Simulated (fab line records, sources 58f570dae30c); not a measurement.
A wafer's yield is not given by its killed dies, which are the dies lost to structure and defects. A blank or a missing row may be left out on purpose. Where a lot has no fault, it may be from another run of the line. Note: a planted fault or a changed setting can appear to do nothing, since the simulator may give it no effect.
fab line records	flow berkeley-cmos170
record lots=5	wafers=23
route steps=331 shown START@3 ACTIVE@70 PFIELD@80 FIELD@90 PVT@120 GATE@125 PLDD@153 NLDD@161 PSD@178
start-h: hours from the record's opening day to when the first of the lot's shown wafers began	wait-h: how many hours have passed since the lot's step before this one	" as in the row above	L1.1+2: a row that stands for several wafers	- value missing, or start not given	* or withheld: withheld	< > ~ a bound
route shown NAME@n: NAME is a module with steps in the file, n the number in the route of the first one	usual: mean/standard deviation of fault-free wafers	same: alike in all rows	chamber/n: place in a boat	sites: each site's reading	_std_site: standard deviation of those values	_edge_site: the outer-site mean with the inner-site mean subtracted	radius-mm: how far each site lies from the wafer's centre	mask NAME#n: copy n	behind: the most recent tool/chamber to have shaped the wafer	hold: the reason the lot was held/the length of the hold in hours/how it ended	device: the n, p or np transistor that did not switch	end of line: tests of these same wafers at the route's end	a step with no rows: only its recipe	killed: at the first sort, the dies lost to defects and structure; wafer yield is something else	map: the dies of a wafer, with x for killed, . for not killed, _ for no die there
set.NAME: the setting as run; set.NAME@STEP: as run at that earlier step	model.NAME: the simulator's own value behind a step, which no gauge read
one table per step and one row per wafer, for lots whose settings were changed on purpose
## steps
# step UCB170_START_OXIDATION_02
# recipe temp-c=950	ambient=O2	target-thk-a=200	ox-time-s=1800
lot.wafer	tool	chamber	start-h	wait-h	set.temp-c	model.SiO2_of_START_OXIDATION_02.thk-nm
L078.1	-	-	-	4.7	950	19.73
L078.3	"	-	"	"	950	19.53
L078.4	"	-	"	"	950	19.67
L078.5	"	-	"	"	950	20.1
L078.6	"	-	"	"	950	19.98
L079.1	-	-	-	3.0	950	19.8
L079.2	"	-	"	"	950	19.94
L079.3	"	-	"	"	950	20.19
L079.4	"	-	"	"	950	19.86
L079.5	"	-	"	"	950	19.72
L080.1	furnace-04	0	44.26	1.3	950	20.05
L080.4	"	0	"	"	950	20.06
L080.6	"	0	"	"	950	19.89
L081.2	-	-	-	0.9	935.4	17.17
L081.3	"	-	"	"	935.4	17.12
L081.4	"	-	"	"	935.4	17.13
L081.5+6	"	-	"	"	935.4	17.2
L083.1	-	-	-	1.7	966.1	23.78
L083.3	"	-	"	"	966.1	23.98
L083.4	"	-	"	"	966.1	23.76
L083.5	"	-	"	"	966.1	24.17
L083.6	"	-	"	"	966.1	24.25
# step UCB170_START_THK_MEAS_03
# recipe reads=SiO2_of_START_OXIDATION_02
# usual START_OXIDE_THK=20.1/0.37
lot.wafer	tool	chamber	start-h	wait-h	set.temp-c@START_OXIDATION_02	START_OXIDE_THK[nm]
L078.1	film-metro-02	-	-	-	950	19.8
L078.3	"	-	"	"	950	19.5
L078.4	"	-	"	"	950	19.6
L078.5	"	-	"	"	950	20.0
L078.6	"	-	"	"	950	20.0
L079.1	film-metro-02	-	-	-	950	19.8
L079.2	"	-	"	"	950	19.9
L079.3	"	-	"	"	950	20.2
L079.4	"	-	"	"	950	19.9
L079.5	"	-	"	"	950	19.7
L080.1	film-metro-03	-	45.76	0.0	950	20.0
L080.4	"	-	"	"	950	20.0
L080.6	"	-	"	"	950	19.9
L081.2	film-metro-01	-	-	-	935.4	17.2
L081.3	"	-	"	"	935.4	17.1
L081.4	"	-	"	"	935.4	17.1
L081.5	"	-	"	"	935.4	17.2
L081.6	"	-	"	"	935.4	17.2
L083.1	film-metro-02	-	-	-	966.1	23.8
L083.3	"	-	"	"	966.1	24.0
L083.4	"	-	"	"	966.1	23.8
L083.5	"	-	"	"	966.1	24.2
L083.6	"	-	"	"	966.1	24.3
# step UCB170_ACTIVE_EXPOSE_10
# recipe mask-id=ACTIVE	target-cd-nm=1200	na=0.5	sigma-outer=0.6	source-shape=conventional	dose-mj=20
lot.wafer	tool	chamber	start-h	wait-h	mask	set.dose-mj
L079.1+2	krf-scanner-01	0	96.13	0.2	ACTIVE#0	21.2
L079.3+4+5	"	0	"	"	ACTIVE#0	20
L078.1+3+4	krf-scanner-02	0	96.49	0.6	ACTIVE#0	20
L078.5+6	"	0	"	"	ACTIVE#0	20.38
L081.2+3+4+5+6	krf-scanner-01	0	102.84	0.2	ACTIVE#0	20
L080.1+4+6	krf-scanner-01	0	102.93	0.4	ACTIVE#0	20
L083.1+3+4+5+6	krf-scanner-02	0	113.40	0.2	ACTIVE#0	20
# step UCB170_ACTIVE_PEB_11
# recipe peb-temp-c=130	peb-time-s=withheld	resist=KrF
# step UCB170_ACTIVE_DEVELOP_12
# recipe developer=TMAH	develop-time-s=45	resist=KrF	dev-temp-c=21
# step UCB170_ACTIVE_CD_MEAS_13
# recipe target-cd-nm=1200
# usual cd-nm=1200.0/1.2
lot.wafer	tool	chamber	start-h	wait-h	set.dose-mj@ACTIVE_EXPOSE_10	cd-nm
L079.1	cd-sem-02	-	96.73	-	21.2	1189.3
L079.2	"	-	"	"	21.2	1188.0
L079.3	"	-	"	"	20	1199.0
L079.4	"	-	"	"	20	1199.1
L079.5	"	-	"	"	20	1199.5
L078.1	cd-sem-02	-	97.00	-	20	1198.4
L078.3	"	-	"	"	20	1198.2
L078.4	"	-	"	"	20	1199.1
L078.5	"	-	"	"	20.38	1195.8
L078.6	"	-	"	"	20.38	1195.4
L080.1	cd-sem-01	-	103.42	-	20	1202.6
L080.4	"	-	"	"	20	1201.4
L080.6	"	-	"	"	20	1202.4
L081.2	cd-sem-02	-	103.44	-	20	1201.5
L081.3	"	-	"	"	20	1200.6
L081.4	"	-	"	"	20	1199.8
L081.5	"	-	"	"	20	1201.2
L081.6	"	-	"	"	20	1199.4
L083.1	cd-sem-01	-	114.11	-	20	1200.8
L083.3	"	-	"	"	20	1199.9
L083.4	"	-	"	"	20	1200.2
L083.5	"	-	"	"	20	1199.8
L083.6	"	-	"	"	20	1200.2
# step UCB170_ACTIVE_ETCH_15
# recipe chemistry=CH3F/Ar/O2	target=Si3N4	stop-on=SiO2	CH3F_flow_sccm=20	Ar_flow_sccm=50	O2_flow_sccm=7	pressure-mtorr=50	rf-w=450	target-depth-a=2420	over-etch-frac=0.1	time-s=151
lot.wafer	tool	chamber	start-h	wait-h	set.dose-mj@ACTIVE_EXPOSE_10	model.ACTIVE.cd-nm
L079.1	rie-diel-02	1	96.88	0.0	21.2	1189
L079.2	"	2	"	"	21.2	1188
L079.3+4	"	3,0	"	"	20	1199
L079.5	"	2	"	"	20	1200
L078.1+4	rie-diel-01	0,1	97.16	0.0	20	1199
L078.3	"	2	"	"	20	1198
L078.5	"	0	"	"	20.38	1196
L078.6	"	3	"	"	20.38	1195
L080.1	rie-diel-02	0	103.57	0.0	20	1203
L080.4	"	1	"	"	20	1201
L080.6	"	3	"	"	20	1202
L081.2+5	rie-diel-04	0,2	103.57	0.0	20	1202
L081.3+4+6	"	1,3,3	"	"	20	1200
L083.1+6	rie-diel-01	0,2	114.26	0.0	20	1201
L083.3+4+5	"	3,2,3	"	"	20	1200
# step UCB170_ACTIVE_STRIP_16
# recipe chemistry=O2	power-w=400	pressure-mtorr=3500	platen-temp-c=withheld	o2-flow-sccm=400	overash-fraction=0.5
# step UCB170_ACTIVE_CD_MEAS_90
# recipe target-cd-nm=1200
# usual cd-nm=1200.0/1.3
lot.wafer	tool	chamber	start-h	wait-h	set.dose-mj@ACTIVE_EXPOSE_10	cd-nm
L079.1	cd-sem-01	-	97.08	0.1	21.2	1188.8
L079.2	"	-	"	"	21.2	1188.2
L079.3	"	-	"	"	20	1198.7
L079.4	"	-	"	"	20	1199.4
L079.5	"	-	"	"	20	1199.5
L078.1	cd-sem-01	-	97.36	0.1	20	1199.1
L078.3	"	-	"	"	20	1198.0
L078.4	"	-	"	"	20	1199.4
L078.5	"	-	"	"	20.38	1196.6
L078.6	"	-	"	"	20.38	1194.9
L080.1	cd-sem-02	-	103.77	0.1	20	1203.3
L080.4	"	-	"	"	20	1201.3
L080.6	"	-	"	"	20	1202.1
L081.2	cd-sem-01	-	103.79	0.1	20	1201.4
L081.3	"	-	"	"	20	1200.1
L081.4	"	-	"	"	20	1200.1
L081.5	"	-	"	"	20	1201.2
L081.6	"	-	"	"	20	1200.1
L083.1	cd-sem-02	-	114.50	0.1	20	1201.2
L083.3	"	-	"	"	20	1199.7
L083.4	"	-	"	"	20	1200.4
L083.5	"	-	"	"	20	1199.5
L083.6	"	-	"	"	20	1200.9
# step UCB170_PFIELD_COAT_01
# recipe resist=KrF	spin-rpm=1500	resist-thk-nm=900
lot.wafer	tool	chamber	start-h	wait-h	set.spin-rpm	model.KrF_of_PFIELD_COAT_01.thk-nm
L079.1	litho-track-01	0	97.53	0.1	1465	908.1
L079.2	"	0	"	"	1500	898.1
L079.3	"	0	"	"	1465	908
L079.4	"	0	"	"	1465	907.5
L079.5	"	0	"	"	1500	897
L078.1	litho-track-01	0	99.15	0.1	1500	894
L078.3	"	0	"	"	1422	915.8
L078.4	"	0	"	"	1422	919.5
L078.5	"	0	"	"	1422	918.3
L078.6	"	0	"	"	1500	895.6
L080.1	litho-track-01	0	104.23	0.1	1500	899.8
L080.4	"	0	"	"	1500	902.1
L080.6	"	0	"	"	1500	901.2
L081.2	litho-track-03	0	104.26	0.1	1500	897.6
L081.3	"	0	"	"	1500	894.7
L081.4	"	0	"	"	1500	898.1
L081.5	"	0	"	"	1500	895.7
L081.6	"	0	"	"	1500	897.3
L083.1	litho-track-04	0	115.88	0.1	1500	900
L083.3	"	0	"	"	1500	898.2
L083.4	"	0	"	"	1500	901.7
L083.5	"	0	"	"	1500	900.5
L083.6	"	0	"	"	1500	905.6
# step UCB170_PFIELD_SOFTBAKE_02
# recipe resist=KrF	temp-c=130	time-s=60
# step UCB170_PFIELD_EXPOSE_03
# recipe mask-id=PFIELD	na=0.5	sigma-outer=0.6	source-shape=conventional	target-cd-nm=1500	dose-mj=30
# step UCB170_PFIELD_IMPLANT_07
# recipe species=B	dose-cm2=2e+13	energy-kev=80	tilt-deg=7
# step UCB170_PFIELD_STRIP_08
# recipe chemistry=O2	power-w=400	pressure-mtorr=3500	platen-temp-c=withheld	o2-flow-sccm=400	overash-fraction=0.5
# usual strip-time-to-endpoint-s=21.62/0.08
lot.wafer	tool	chamber	start-h	wait-h	set.spin-rpm@PFIELD_COAT_01	strip-time-to-endpoint-s
L079.1	plasma-asher-03	1	99.19	0.1	1465	21.83
L079.2	"	0	"	"	1500	21.58
L079.3	"	0	"	"	1465	21.81
L079.4	"	1	"	"	1465	21.81
L079.5	"	0	"	"	1500	21.56
L078.1	plasma-asher-03	0	100.47	0.1	1500	21.49
L078.3	"	1	"	"	1422	22.01
L078.4	"	0	"	"	1422	22.09
L078.5	"	0	"	"	1422	22.09
L078.6	"	1	"	"	1500	21.52
L081.2	plasma-asher-02	1	105.24	0.1	1500	21.56
L081.3	"	0	"	"	1500	21.50
L081.4	"	1	"	"	1500	21.58
L081.5	"	1	"	"	1500	21.52
L081.6	"	0	"	"	1500	21.55
L080.1	plasma-asher-04	1	105.48	0.1	1500	21.63
L080.4	"	0	"	"	1500	21.67
L080.6	"	1	"	"	1500	21.67
L083.1	plasma-asher-03	0	117.23	0.1	1500	21.63
L083.3	"	1	"	"	1500	21.59
L083.4	"	0	"	"	1500	21.68
L083.5	"	1	"	"	1500	21.64
L083.6	"	0	"	"	1500	21.76
# step UCB170_FIELD_OXIDATION_01
# recipe temp-c=1000	ambient=H2O	p-h2o-torr=584.62	target-thk-a=5583	ox-time-s=7200
lot.wafer	tool	chamber	start-h	wait-h	set.temp-c	model.SiO2_of_FIELD_OXIDATION_01.thk-nm
L078.1	-	-	-	1.0	977.2	463.4
L078.3	"	-	"	"	977.2	447.6
L078.4	"	-	"	"	977.2	460.1
L078.5	"	-	"	"	977.2	467.9
L078.6	"	-	"	"	977.2	462.7
L079.1	-	-	-	2.3	1000	549.8
L079.2	"	-	"	"	1000	552
L079.3	"	-	"	"	1000	548.2
L079.4	"	-	"	"	1000	550.9
L079.5	"	-	"	"	1000	551
L080.1	furnace-02	0	108.26	2.6	1000	557.2
L080.4	"	0	"	"	1000	562.7
L080.6	"	0	"	"	1000	552.7
L081.2	-	-	-	2.9	1000	549.6
L081.3	"	-	"	"	1000	553
L081.4	"	-	"	"	1000	553.7
L081.5	"	-	"	"	1000	549
L081.6	"	-	"	"	1000	557.2
L083.1	-	-	-	3.6	1023	654.4
L083.3	"	-	"	"	1023	660
L083.4	"	-	"	"	1023	653.3
L083.5	"	-	"	"	1023	655.1
L083.6	"	-	"	"	1023	657.5
# step UCB170_FIELD_THK_MEAS_02
# recipe reads=SiO2_of_FIELD_OXIDATION_01
# usual FIELD_OXIDE_THK=560/13
lot.wafer	tool	chamber	start-h	wait-h	set.temp-c@FIELD_OXIDATION_01	FIELD_OXIDE_THK[nm]
L079.1	film-metro-04	-	-	-	1000	550
L079.2	"	-	"	"	1000	552
L079.3	"	-	"	"	1000	548
L079.4	"	-	"	"	1000	551
L079.5	"	-	"	"	1000	551
L078.1	film-metro-04	-	-	-	977.2	463
L078.3	"	-	"	"	977.2	448
L078.4	"	-	"	"	977.2	460
L078.5	"	-	"	"	977.2	468
L078.6	"	-	"	"	977.2	462
L080.1	film-metro-04	-	111.26	0.0	1000	557
L080.4	"	-	"	"	1000	563
L080.6	"	-	"	"	1000	553
L081.2	film-metro-02	-	-	-	1000	549
L081.3	"	-	"	"	1000	553
L081.4	"	-	"	"	1000	554
L081.5	"	-	"	"	1000	549
L081.6	"	-	"	"	1000	557
L083.1	film-metro-02	-	-	-	1023	654
L083.3	"	-	"	"	1023	660
L083.4	"	-	"	"	1023	654
L083.5	"	-	"	"	1023	655
L083.6	"	-	"	"	1023	658
# step UCB170_FIELD_ANNEAL_03
# recipe temp-c=1000	time-s=1200	ambient=N2
# step UCB170_FIELD_WET_ETCH_04
# recipe chemistry=dHF	dilution=10:1	target=SiO2	temp-c=25	time-s=60
lot.wafer	tool	chamber	start-h	wait-h	set.temp-c@FIELD_OXIDATION_01	model.SiO2_of_FIELD_OXIDATION_01.thk-nm
L078.1	wet-bench-03	2	108.26	0.0	977.2	430.6
L078.3	"	2	"	"	977.2	415
L078.4	"	2	"	"	977.2	427.2
L078.5	"	2	"	"	977.2	435.1
L078.6	"	2	"	"	977.2	429.9
L079.1	wet-bench-03	2	108.26	0.0	1000	517
L079.2	"	2	"	"	1000	519
L079.3	"	2	"	"	1000	515.4
L079.4+5	"	2	"	"	1000	518.1
L080.1	wet-bench-03	1	115.25	0.0	1000	523.8
L080.4	"	1	"	"	1000	529.2
L080.6	"	1	"	"	1000	519.2
L081.2	wet-bench-03	0	115.25	0.0	1000	516.3
L081.3	"	0	"	"	1000	519.9
L081.4	"	0	"	"	1000	520.4
L081.5	"	0	"	"	1000	515.6
L081.6	"	0	"	"	1000	524.1
L083.1	wet-bench-04	2	130.43	0.0	1023	620.4
L083.3	"	2	"	"	1023	626.2
L083.4	"	2	"	"	1023	619.5
L083.5	"	2	"	"	1023	621.3
L083.6	"	2	"	"	1023	623.6
# step UCB170_FIELD_WET_ETCH_05
# recipe chemistry=H3PO4	target=Si3N4	temp-c=160	time-s=12600
# step UCB170_FIELD_WET_ETCH_06
# recipe chemistry=BOE	dilution=5:1	target=SiO2	temp-c=25	time-s=22
# step UCB170_FIELD_THK_MEAS_90
# recipe reads=SiO2_of_FIELD_OXIDATION_01
# usual FIELD_OXIDE_LEFT_1_THK=443/12
lot.wafer	tool	chamber	start-h	wait-h	set.temp-c@FIELD_OXIDATION_01	FIELD_OXIDE_LEFT_1_THK[nm]
L078.1	film-metro-04	-	-	-	977.2	351
L078.3	"	-	"	"	977.2	336
L078.4	"	-	"	"	977.2	348
L078.5	"	-	"	"	977.2	356
L078.6	"	-	"	"	977.2	350
L079.1	film-metro-02	-	-	-	1000	434
L079.2	"	-	"	"	1000	436
L079.3	"	-	"	"	1000	432
L079.4	"	-	"	"	1000	435
L079.5	"	-	"	"	1000	435
L080.1	film-metro-03	-	119.41	0.0	1000	441
L080.4	"	-	"	"	1000	447
L080.6	"	-	"	"	1000	438
L081.2	film-metro-04	-	-	-	1000	437
L081.3	"	-	"	"	1000	441
L081.4	"	-	"	"	1000	442
L081.5	"	-	"	"	1000	436
L081.6	"	-	"	"	1000	445
L083.1	film-metro-03	-	-	-	1023	537
L083.3	"	-	"	"	1023	543
L083.4	"	-	"	"	1023	536
L083.5	"	-	"	"	1023	537
L083.6	"	-	"	"	1023	541
# step UCB170_PVT_DEVELOP_05
# recipe developer=TMAH	develop-time-s=45	resist=KrF	dev-temp-c=21
lot.wafer	tool	chamber	start-h	wait-h	set.dev-temp-c
L079.1+2+3	litho-track-02	0	-	-	21
L079.4+5	"	0	"	"	23.14
L078.1+4	litho-track-02	0	-	-	21
L078.3+5+6	"	0	"	"	22.24
L081.2+3+4+5+6	litho-track-03	0	-	-	21
L080.1+4+6	litho-track-03	0	-	-	21
L083.1+4+6	litho-track-03	0	-	-	23.68
L083.3+5	"	0	"	"	21
# step UCB170_PVT_IMPLANT_07
# recipe species=P	dose-cm2=2e+12	energy-kev=30	tilt-deg=7
# step UCB170_GATE_WET_ETCH_00
# recipe chemistry=dHF	dilution=25:1	target=SiO2	temp-c=25	time-s=200
# step UCB170_FIELD_THK_MEAS_91
# recipe reads=SiO2_of_FIELD_OXIDATION_01
# usual FIELD_OXIDE_LEFT_2_THK=355/13
lot.wafer	tool	chamber	start-h	wait-h	set.temp-c@FIELD_OXIDATION_01	FIELD_OXIDE_LEFT_2_THK[nm]
L079.1	film-metro-02	-	134.67	0.0	1000	346
L079.2	"	-	"	"	1000	347
L079.3	"	-	"	"	1000	343
L079.4	"	-	"	"	1000	347
L079.5	"	-	"	"	1000	346
L078.1	film-metro-03	-	135.39	0.0	977.2	264
L078.3	"	-	"	"	977.2	249
L078.4	"	-	"	"	977.2	260
L078.5	"	-	"	"	977.2	268
L078.6	"	-	"	"	977.2	263
L081.2	film-metro-04	-	138.22	0.0	1000	348
L081.3	"	-	"	"	1000	352
L081.4	"	-	"	"	1000	352
L081.5	"	-	"	"	1000	347
L081.6	"	-	"	"	1000	356
L080.1	film-metro-02	-	138.49	0.0	1000	353
L080.4	"	-	"	"	1000	359
L080.6	"	-	"	"	1000	349
L083.1	film-metro-03	-	147.54	0.0	1023	448
L083.3	"	-	"	"	1023	454
L083.4	"	-	"	"	1023	447
L083.5	"	-	"	"	1023	449
L083.6	"	-	"	"	1023	452
# step UCB170_PLDD_IMPLANT_08
# recipe species=BF2	dose-cm2=5e+13	energy-kev=10	tilt-deg=7	rotation-deg=0
lot.wafer	tool	chamber	start-h	wait-h	set.energy-kev	model.implant.rp-nm	model.implant.drp-nm
L079.1+5	implanter-02	0	145.79	0.0	10	9.94	6.005
L079.2+3+4	"	0	"	"	10.32	10.18	6.137
L078.1+4+6	implanter-01	0	146.35	0.0	10	10.08	6.005
L078.3+5	"	0	"	"	10.43	10.41	6.183
L080.1+4+6	implanter-02	0	149.56	0.0	10	10.1	6.005
L081.2+5+6	implanter-03	0	149.86	0.0	10	10.08	6.005
L081.3+4	"	0	"	"	9.764	9.905	5.906
L083.1+6	implanter-03	0	160.38	0.0	10	9.993	6.005
L083.3+4+5	"	0	"	"	9.482	9.6	5.787
# step UCB170_NLDD_EXPOSE_03
# recipe mask-id=NSELECT	na=0.5	sigma-outer=0.6	source-shape=conventional	target-cd-nm=1200	dose-mj=30
lot.wafer	tool	chamber	start-h	wait-h	mask	set.dose-mj
L079.1+2	krf-scanner-02	0	147.66	0.2	NSELECT#0	30
L079.3+4+5	"	0	"	"	NSELECT#0	31.99
L078.1+3+5	krf-scanner-02	0	147.92	0.1	NSELECT#0	30
L078.4+6	"	0	"	"	NSELECT#0	28.2
L080.1+4+6	krf-scanner-01	0	150.77	0.2	NSELECT#0	30
L081.2+3+4	krf-scanner-01	0	151.07	0.1	NSELECT#0	30
L081.5+6	"	0	"	"	NSELECT#0	31.35
L083.1+3+6	krf-scanner-02	0	161.92	0.2	NSELECT#0	30
L083.4+5	"	0	"	"	NSELECT#0	28.64
# step UCB170_NLDD_PEB_04
# recipe peb-temp-c=130	peb-time-s=withheld	resist=KrF
# step UCB170_NLDD_DEVELOP_05
# recipe developer=TMAH	develop-time-s=45	resist=KrF	dev-temp-c=21
# step UCB170_NLDD_CD_MEAS_06
# recipe target-cd-nm=1200
# usual cd-nm=1199.9/1.8
lot.wafer	tool	chamber	start-h	wait-h	set.dose-mj@NLDD_EXPOSE_03	cd-nm
L079.1	cd-sem-01	-	148.19	-	30	1200.8
L079.2	"	-	"	"	30	1200.3
L079.3	"	-	"	"	31.99	1212.5
L079.4	"	-	"	"	31.99	1211.6
L079.5	"	-	"	"	31.99	1210.9
L078.1	cd-sem-02	-	148.71	-	30	1198.2
L078.3	"	-	"	"	30	1198.6
L078.4	"	-	"	"	28.2	1188.2
L078.5	"	-	"	"	30	1198.6
L078.6	"	-	"	"	28.2	1187.3
L080.1	cd-sem-01	-	151.16	-	30	1204.1
L080.4	"	-	"	"	30	1204.7
L080.6	"	-	"	"	30	1202.6
L081.2	cd-sem-01	-	151.46	-	30	1201.5
L081.3	"	-	"	"	30	1201.4
L081.4	"	-	"	"	30	1201.3
L081.5	"	-	"	"	31.35	1208.4
L081.6	"	-	"	"	31.35	1209.7
L083.1	cd-sem-02	-	162.34	-	30	1197.7
L083.3	"	-	"	"	30	1197.3
L083.4	"	-	"	"	28.64	1190.2
L083.5	"	-	"	"	28.64	1189.8
L083.6	"	-	"	"	30	1197.8
# step UCB170_PSD_EXPOSE_03
# recipe mask-id=PSELECT_MOD	na=0.5	sigma-outer=0.6	source-shape=conventional	target-cd-nm=1200	dose-mj=30
lot.wafer	tool	chamber	start-h	wait-h	mask	set.dose-mj
L078.1+3+6	krf-scanner-01	0	152.80	0.4	PSELECT_MOD#0	30
L078.4+5	"	0	"	"	PSELECT_MOD#0	30.79
L079.1+2+5	krf-scanner-02	0	153.04	0.6	PSELECT_MOD#0	30
L079.3+4	"	0	"	"	PSELECT_MOD#0	32.09
L081.2+3+4+5+6	krf-scanner-01	0	156.81	0.3	PSELECT_MOD#0	30
L080.1+4+6	krf-scanner-01	0	156.91	0.3	PSELECT_MOD#0	30
L083.1+3+4+5+6	krf-scanner-02	0	166.55	0.3	PSELECT_MOD#0	30
# step UCB170_PSD_PEB_04
# recipe peb-temp-c=130	peb-time-s=withheld	resist=KrF
# step UCB170_PSD_DEVELOP_05
# recipe developer=TMAH	develop-time-s=45	resist=KrF	dev-temp-c=21
# step UCB170_PSD_CD_MEAS_06
# recipe target-cd-nm=1200
# usual cd-nm=1199.1/1.1
lot.wafer	tool	chamber	start-h	wait-h	set.dose-mj@PSD_EXPOSE_03	cd-nm
L078.1	cd-sem-02	-	153.28	-	30	1198.3
L078.3	"	-	"	"	30	1196.3
L078.4	"	-	"	"	30.79	1203.2
L078.5	"	-	"	"	30.79	1202.6
L078.6	"	-	"	"	30	1198.6
L079.1	cd-sem-01	-	153.43	-	30	1200.1
L079.2	"	-	"	"	30	1200.1
L079.3	"	-	"	"	32.09	1209.5
L079.4	"	-	"	"	32.09	1211.7
L079.5	"	-	"	"	30	1200.5
L081.2	cd-sem-01	-	157.38	-	30	1199.1
L081.3	"	-	"	"	30	1200.0
L081.4	"	-	"	"	30	1199.0
L081.5	"	-	"	"	30	1199.2
L081.6	"	-	"	"	30	1198.9
L080.1	cd-sem-02	-	157.49	-	30	1198.7
L080.4	"	-	"	"	30	1198.3
L080.6	"	-	"	"	30	1197.0
L083.1	cd-sem-02	-	167.34	-	30	1199.2
L083.3	"	-	"	"	30	1200.3
L083.4	"	-	"	"	30	1197.8
L083.5	"	-	"	"	30	1198.9
L083.6	"	-	"	"	30	1201.2
## key
split step=UCB170_START_OXIDATION_02	setting=temp-c	stated=950	by=lot
response step=UCB170_START_OXIDATION_02	reading=model.SiO2_of_START_OXIDATION_02.thk-nm	change=+2.12	per=1%	r=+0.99
response step=UCB170_START_THK_MEAS_03	reading=START_OXIDE_THK	change=+2.12	per=1%	r=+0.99
split step=UCB170_ACTIVE_EXPOSE_10	setting=dose-mj	stated=20	by=wafer
response step=UCB170_ACTIVE_CD_MEAS_13	reading=cd-nm	change=-1.75	per=1%	r=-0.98
response step=UCB170_ACTIVE_ETCH_15	reading=model.ACTIVE.cd-nm	change=-1.74	per=1%	r=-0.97
response step=UCB170_ACTIVE_CD_MEAS_90	reading=cd-nm	change=-1.77	per=1%	r=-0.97
split step=UCB170_PFIELD_COAT_01	setting=spin-rpm	stated=1500	by=wafer
response step=UCB170_PFIELD_COAT_01	reading=model.KrF_of_PFIELD_COAT_01.thk-nm	change=-4.42	per=1%	r=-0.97
response step=UCB170_PFIELD_STRIP_08	reading=strip-time-to-endpoint-s	change=*	per=1%	r=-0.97
split step=UCB170_FIELD_OXIDATION_01	setting=temp-c	stated=1000	by=lot
response step=UCB170_FIELD_OXIDATION_01	reading=model.SiO2_of_FIELD_OXIDATION_01.thk-nm	change=+42.7	per=1%	r=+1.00
response step=UCB170_FIELD_THK_MEAS_02	reading=FIELD_OXIDE_THK	change=+42.7	per=1%	r=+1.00
response step=UCB170_FIELD_WET_ETCH_04	reading=model.SiO2_of_FIELD_OXIDATION_01.thk-nm	change=+42.5	per=1%	r=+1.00
response step=UCB170_FIELD_THK_MEAS_90	reading=FIELD_OXIDE_LEFT_1_THK	change=+41.6	per=1%	r=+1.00
response step=UCB170_FIELD_THK_MEAS_91	reading=FIELD_OXIDE_LEFT_2_THK	change=+41.3	per=1%	r=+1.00
split step=UCB170_PVT_DEVELOP_05	setting=dev-temp-c	stated=21	by=wafer
response none clear
split step=UCB170_PLDD_IMPLANT_08	setting=energy-kev	stated=10	by=wafer
response step=UCB170_PLDD_IMPLANT_08	reading=model.implant.rp-nm	change=+0.0755	per=1%	r=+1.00
response step=UCB170_PLDD_IMPLANT_08	reading=model.implant.drp-nm	change=+0.0417	per=1%	r=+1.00
split step=UCB170_NLDD_EXPOSE_03	setting=dose-mj	stated=30	by=wafer
response step=UCB170_NLDD_CD_MEAS_06	reading=cd-nm	change=+1.72	per=1%	r=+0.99
split step=UCB170_PSD_EXPOSE_03	setting=dose-mj	stated=30	by=wafer
response step=UCB170_PSD_CD_MEAS_06	reading=cd-nm	change=+1.55	per=1%	r=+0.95
